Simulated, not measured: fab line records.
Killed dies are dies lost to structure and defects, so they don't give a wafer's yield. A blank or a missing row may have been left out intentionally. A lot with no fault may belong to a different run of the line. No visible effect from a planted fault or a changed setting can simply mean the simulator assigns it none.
Which tool is to blame? / flow rit_cmos / 13 lots with 39 wafers sampled at 2 steps, on a route of 202 steps

WHAT EACH GAUGE READ, for each wafer
RIT_FOX2_THK_MEAS_91.
lot=L664; measured=day 2 13:20; on=film_metro-01; FIELD_OXIDE_LEFT_2_THK (nm)=255 261 256
lot=L668; measured=day 3 07:06; on=film_metro-04; FIELD_OXIDE_LEFT_2_THK (nm)=263 252 260
lot=L669; measured=day 3 14:46; on=film_metro-04; FIELD_OXIDE_LEFT_2_THK (nm)=249 251 250
lot=L672; measured=day 4 02:36; on=film_metro-01; FIELD_OXIDE_LEFT_2_THK (nm)=267 265 266
lot=L673; measured=day 4 09:58; on=film_metro-04; FIELD_OXIDE_LEFT_2_THK (nm)=257 250 263
lot=L674; measured=day 4 16:16; on=film_metro-02; FIELD_OXIDE_LEFT_2_THK (nm)=270 254 266
lot=L675; measured=day 4 21:51; on=film_metro-04; FIELD_OXIDE_LEFT_2_THK (nm)=264 261 267
lot=L676; measured=day 5 02:22; on=film_metro-04; FIELD_OXIDE_LEFT_2_THK (nm)=258 255 255
lot=L677; measured=day 5 07:35; on=film_metro-01; FIELD_OXIDE_LEFT_2_THK (nm)=249 254 247
lot=L678; measured=day 5 11:30; on=film_metro-04; FIELD_OXIDE_LEFT_2_THK (nm)=255 252 254
lot=L680; measured=day 5 19:45; on=film_metro-04; FIELD_OXIDE_LEFT_2_THK (nm)=255 260 256
lot=L682; measured=day 6 06:02; on=film_metro-02; FIELD_OXIDE_LEFT_2_THK (nm)=256 257 268
lot=L686; measured=day 7 01:19; on=film_metro-01; FIELD_OXIDE_LEFT_2_THK (nm)=244 243 245

WHICH TOOL RAN EACH LOT (tool, then ch and the chambers of the sampled wafers, then the start)
lot=L664; RIT_NRETRO_STRIP_09=plasma_asher-01 ch 0,1, day 2 10:50
lot=L668; RIT_NRETRO_STRIP_09=plasma_asher-02 ch 1, day 3 04:53
lot=L669; RIT_NRETRO_STRIP_09=plasma_asher-01 ch 0,1, day 3 12:34
lot=L672; RIT_NRETRO_STRIP_09=plasma_asher-02 ch 0,1, day 4 00:23
lot=L673; RIT_NRETRO_STRIP_09=plasma_asher-04 ch 0,1, day 4 07:32
lot=L674; RIT_NRETRO_STRIP_09=plasma_asher-04 ch 0,1, day 4 13:53
lot=L675; RIT_NRETRO_STRIP_09=plasma_asher-04 ch 0,1, day 4 19:24
lot=L676; RIT_NRETRO_STRIP_09=plasma_asher-04 ch 1, day 5 00:10
lot=L677; RIT_NRETRO_STRIP_09=plasma_asher-01 ch 0,1, day 5 05:22
lot=L678; RIT_NRETRO_STRIP_09=plasma_asher-04 ch 0,1, day 5 09:17
lot=L680; RIT_NRETRO_STRIP_09=plasma_asher-04 ch 0,1, day 5 17:33
lot=L682; RIT_NRETRO_STRIP_09=plasma_asher-02 ch 0,1, day 6 03:41
lot=L686; RIT_NRETRO_STRIP_09=plasma_asher-04 ch 0,1, day 6 22:52
- RIT_NRETRO_STRIP_09: strips in O2, time 180 s.

AS READ BY THE TOOLS THEMSELVES (means over the sampled wafers that have a number; for cases with no such wafer, the mark the record gives instead)
RIT_NRETRO_STRIP_09.
lot=L664; tool=plasma_asher-01; drypump_motor_current_A (A)=5.5; run_length_s (s)=208.0
lot=L668; tool=plasma_asher-02; drypump_motor_current_A (A)=5.7; run_length_s (s)=208.1
lot=L669; tool=plasma_asher-01; drypump_motor_current_A (A)=5.5; run_length_s (s)=207.9
lot=L672; tool=plasma_asher-02; drypump_motor_current_A (A)=6.0; run_length_s (s)=208.8
lot=L673; tool=plasma_asher-04; drypump_motor_current_A (A)=6.2; run_length_s (s)=208.0
lot=L674; tool=plasma_asher-04; drypump_motor_current_A (A)=5.9; run_length_s (s)=208.4
lot=L675; tool=plasma_asher-04; drypump_motor_current_A (A)=6.2; run_length_s (s)=208.1
lot=L676; tool=plasma_asher-04; drypump_motor_current_A (A)=5.7; run_length_s (s)=208.6
lot=L677; tool=plasma_asher-01; drypump_motor_current_A (A)=5.5; run_length_s (s)=207.9
lot=L678; tool=plasma_asher-04; drypump_motor_current_A (A)=5.9; run_length_s (s)=208.4
lot=L680; tool=plasma_asher-04; drypump_motor_current_A (A)=6.2; run_length_s (s)=208.1
lot=L682; tool=plasma_asher-02; drypump_motor_current_A (A)=6.0; run_length_s (s)=208.6
lot=L686; tool=plasma_asher-04; drypump_motor_current_A (A)=6.2; run_length_s (s)=208.0

THE ANSWER, worked out from the rows above alone
Rule: the lots themselves supply what counts as usual. Put in order of their means at a reading, lots are off if they are a third of the lots or fewer, leave a main group of 4 or more, and stand apart from it by a gap of 3 or more times the standard deviation of the main group's means; of several such gaps the widest counts. A main group is skipped when, at the precision printed for the reading in the tables above, its means are all equal. Also off: a lot with no number at a reading for which 4 or more lots have one. All remaining lots with rows at the step are treated as sound. First the gauges in route order, then the tools' own readings, where a lot's mean is used as printed above. At the first step where some lot is off, the reading lying furthest off is the one used; lots without a number count as furthest.
Nothing can be told from this: no lot is off at any reading shown.

WHAT HAD BEEN PUT IN BY THE SIMULATOR
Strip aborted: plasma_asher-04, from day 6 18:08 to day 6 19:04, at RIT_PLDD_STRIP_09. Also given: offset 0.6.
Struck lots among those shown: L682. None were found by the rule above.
